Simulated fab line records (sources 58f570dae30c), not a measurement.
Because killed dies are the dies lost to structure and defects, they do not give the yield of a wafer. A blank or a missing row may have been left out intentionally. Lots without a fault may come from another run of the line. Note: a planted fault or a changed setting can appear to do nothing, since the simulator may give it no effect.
A sampling plan put to the test | flow berkeley_cmos170 | one line in one fab, 11 faults in these records, each fault weighed on the records of the lots it struck
The plan consists of the line's own looks: route steps at which the wafer is read by a gauge or an inspection but not changed. A look can be judged if struck wafers have a number there and the file gives its usual mean and standard deviation on fault-free wafers. Caught: the struck wafers' mean, at a look after the fault's first step, is 4 or more of those standard deviations (sigma) away from the usual mean. On the tool: the test repeated on the tool's own readings taken at the fault's steps. A different recipe on the struck wafers counts as caught too, as does a record blank only for those wafers.

== THE FAULTS, as the simulator had put them in ==
1. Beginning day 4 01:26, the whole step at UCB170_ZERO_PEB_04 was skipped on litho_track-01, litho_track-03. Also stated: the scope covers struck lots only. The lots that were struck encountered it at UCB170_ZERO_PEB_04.
2. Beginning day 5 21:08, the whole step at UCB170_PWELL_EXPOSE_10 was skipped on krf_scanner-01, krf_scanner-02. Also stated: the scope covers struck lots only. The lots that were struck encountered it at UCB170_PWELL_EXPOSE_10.
3. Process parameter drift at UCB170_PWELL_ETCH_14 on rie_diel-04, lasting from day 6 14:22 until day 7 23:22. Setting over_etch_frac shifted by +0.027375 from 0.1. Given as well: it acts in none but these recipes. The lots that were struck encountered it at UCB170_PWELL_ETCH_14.
4. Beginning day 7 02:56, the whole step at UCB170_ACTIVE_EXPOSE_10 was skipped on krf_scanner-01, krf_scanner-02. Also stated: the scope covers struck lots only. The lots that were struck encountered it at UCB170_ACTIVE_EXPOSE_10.
5. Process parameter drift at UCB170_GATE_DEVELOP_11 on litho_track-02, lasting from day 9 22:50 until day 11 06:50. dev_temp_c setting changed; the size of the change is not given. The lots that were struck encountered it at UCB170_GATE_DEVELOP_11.
6. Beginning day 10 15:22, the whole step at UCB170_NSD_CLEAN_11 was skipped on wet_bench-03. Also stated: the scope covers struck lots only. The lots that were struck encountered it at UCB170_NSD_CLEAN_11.
7. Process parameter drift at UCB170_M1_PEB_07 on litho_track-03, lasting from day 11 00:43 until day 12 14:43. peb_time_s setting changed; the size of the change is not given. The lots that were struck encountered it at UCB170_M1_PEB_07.
8. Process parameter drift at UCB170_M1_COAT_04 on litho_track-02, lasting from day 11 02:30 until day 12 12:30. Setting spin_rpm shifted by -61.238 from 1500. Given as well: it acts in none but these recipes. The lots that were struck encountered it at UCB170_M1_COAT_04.
9. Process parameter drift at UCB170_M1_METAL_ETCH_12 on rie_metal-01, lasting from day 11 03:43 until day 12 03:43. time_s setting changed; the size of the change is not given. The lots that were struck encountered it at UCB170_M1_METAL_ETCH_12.
10. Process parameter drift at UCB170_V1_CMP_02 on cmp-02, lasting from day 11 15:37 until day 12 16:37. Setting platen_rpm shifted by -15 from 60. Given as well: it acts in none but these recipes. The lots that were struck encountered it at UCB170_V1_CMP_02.
11. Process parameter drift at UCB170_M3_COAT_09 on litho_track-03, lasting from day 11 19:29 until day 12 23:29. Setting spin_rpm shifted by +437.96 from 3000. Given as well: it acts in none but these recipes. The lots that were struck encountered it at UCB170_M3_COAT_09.

== WHAT THE PLAN SAW ==
fault | on the tool itself                               | first look that catches it                   | reading, sigma | median hours from its first step to that look | hours from the fault's start to the first struck lot there | judged looks passed uncaught
1     | the tool's record is blank for the struck wafers | no look after it can be judged               | -              | -                                             | -                                                          | 0
2     | no reading that can be judged                    | no look after it can be judged               | -              | -                                             | -                                                          | 0
3     | under 2 sigma                                    | not the one look that can be judged after it | -              | -                                             | -                                                          | 1
4     | no reading that can be judged                    | no look after it can be judged               | -              | -                                             | -                                                          | 0
5     | developer_temp_C -7.5 sigma                      | not the one look that can be judged after it | -              | -                                             | -                                                          | 1
6     | the tool's record is blank for the struck wafers | no look after it can be judged               | -              | -                                             | -                                                          | 0
7     | heater_power_total_W +18 sigma                   | not the one look that can be judged after it | -              | -                                             | -                                                          | 1
8     | spin_speed_rpm -60 sigma                         | no look after it can be judged               | -              | -                                             | -                                                          | 0
9     | run_length_s -7.7 sigma                          | no look after it can be judged               | -              | -                                             | -                                                          | 0
10    | platen_rpm -99 or beyond sigma                   | no look after it can be judged               | -              | -                                             | -                                                          | 0
11    | spin_speed_rpm +99 or beyond sigma               | no look after it can be judged               | -              | -                                             | -                                                          | 0
A dash: the fault isn't caught, or these records don't give the number.

Caught at a look: 0 of 11. Caught on the tool: 8 of 11. By one or the other: 8 of 11.
Faults caught by the tool alone: 1, 5, 6, 7, 8, 9, 10, 11.
Caught by neither: faults 2, 3, 4.
